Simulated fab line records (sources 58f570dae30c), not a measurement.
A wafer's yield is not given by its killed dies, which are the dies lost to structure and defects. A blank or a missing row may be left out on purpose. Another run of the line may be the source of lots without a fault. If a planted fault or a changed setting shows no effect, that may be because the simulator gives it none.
Split-lot experiment + flow berkeley_cmos170 + 23 wafers read across 5 lots, on a route 331 steps long

== ABOUT THE SPLIT ==
At UCB170_PWELL_OXIDATION_02 (target thk 26.4 nm, ox time 1260 s), the setting temp_c was moved away from the recipe's 1000 C on 20 of the 23 wafers read, by +0.8% to +2.0%. For the rest of the wafers, this setting stayed at what the recipe calls for.

Between the split and the reading, the file records no step.

== THE READING ==
PWELL_OXIDE_THK in nanometres, read at UCB170_PWELL_THK_MEAS_03. A value of 26.0 nm with a standard deviation of 0.49 nm is what fault-free wafers of this fab line usually give.

| wafer  | tool, chamber at the split | temp_c as run, C | against the recipe | PWELL_OXIDE_THK, nm | against lot-mates on the recipe |
|--------|----------------------------|------------------|--------------------|---------------------|---------------------------------|
| L075.1 | -, -                       | 1013             | +1.3%              | 29.4                | no lot-mate on the recipe       |
| L075.2 | -, -                       | 1013             | +1.3%              | 29.6                | no lot-mate on the recipe       |
| L075.3 | -, -                       | 1013             | +1.3%              | 29.6                | no lot-mate on the recipe       |
| L075.5 | -, -                       | 1013             | +1.3%              | 29.8                | no lot-mate on the recipe       |
| L075.6 | -, -                       | 1013             | +1.3%              | 30.1                | no lot-mate on the recipe       |
| L077.1 | -, -                       | 1020             | +2.0%              | 31.2                | no lot-mate on the recipe       |
| L077.2 | -, -                       | 1020             | +2.0%              | 31.2                | no lot-mate on the recipe       |
| L077.3 | -, -                       | 1020             | +2.0%              | 31.4                | no lot-mate on the recipe       |
| L077.4 | -, -                       | 1020             | +2.0%              | 31.4                | no lot-mate on the recipe       |
| L077.5 | -, -                       | 1020             | +2.0%              | 31.4                | no lot-mate on the recipe       |
| L079.2 | furnace-03, 0              | 1000             | recipe             | 25.8                | -                               |
| L079.3 | furnace-03, 0              | 1000             | recipe             | 25.8                | -                               |
| L079.4 | furnace-03, 0              | 1000             | recipe             | 25.8                | -                               |
| L083.1 | -, -                       | 1008             | +0.8%              | 28.0                | no lot-mate on the recipe       |
| L083.2 | -, -                       | 1008             | +0.8%              | 28.1                | no lot-mate on the recipe       |
| L083.3 | -, -                       | 1008             | +0.8%              | 27.9                | no lot-mate on the recipe       |
| L083.4 | -, -                       | 1008             | +0.8%              | 28.1                | no lot-mate on the recipe       |
| L083.5 | -, -                       | 1008             | +0.8%              | 28.1                | no lot-mate on the recipe       |
| L084.1 | -, -                       | 1012             | +1.2%              | 30.1                | no lot-mate on the recipe       |
| L084.2 | -, -                       | 1012             | +1.2%              | 29.7                | no lot-mate on the recipe       |
| L084.3 | -, -                       | 1012             | +1.2%              | 29.7                | no lot-mate on the recipe       |
| L084.4 | -, -                       | 1012             | +1.2%              | 29.7                | no lot-mate on the recipe       |
| L084.5 | -, -                       | 1012             | +1.2%              | 29.8                | no lot-mate on the recipe       |

THE FIT
A straight line over all 23 wafers: PWELL_OXIDE_THK changes by +2.8 nm for each +1% of temp_c; r = +0.98; the points scatter about the line by 0.32 nm.
Too few moved wafers with a lot-mate on the recipe to fit a line net of each lot's own level.

== THE WHOLE CHAIN: every reading that the file lists as answering this split, in the file's order ==
| step                      | what it does                       | reading                                                                            | change (the file's fit)             | r (the file's) |
|---------------------------|------------------------------------|------------------------------------------------------------------------------------|-------------------------------------|----------------|
| UCB170_PWELL_OXIDATION_02 | target thk 26.4 nm, ox time 1260 s | SiO2_of_PWELL_OXIDATION_02.thk_nm (the simulator's own value, which no gauge read) | +2.8 nm for each +1% of the setting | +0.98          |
| UCB170_PWELL_THK_MEAS_03  |                                    | PWELL_OXIDE_THK                                                                    | +2.79 for each +1% of the setting   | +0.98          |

== FILE'S OWN FIT ==
PWELL_OXIDE_THK changes by +2.79 nm for each +1% of temp_c, r = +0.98.
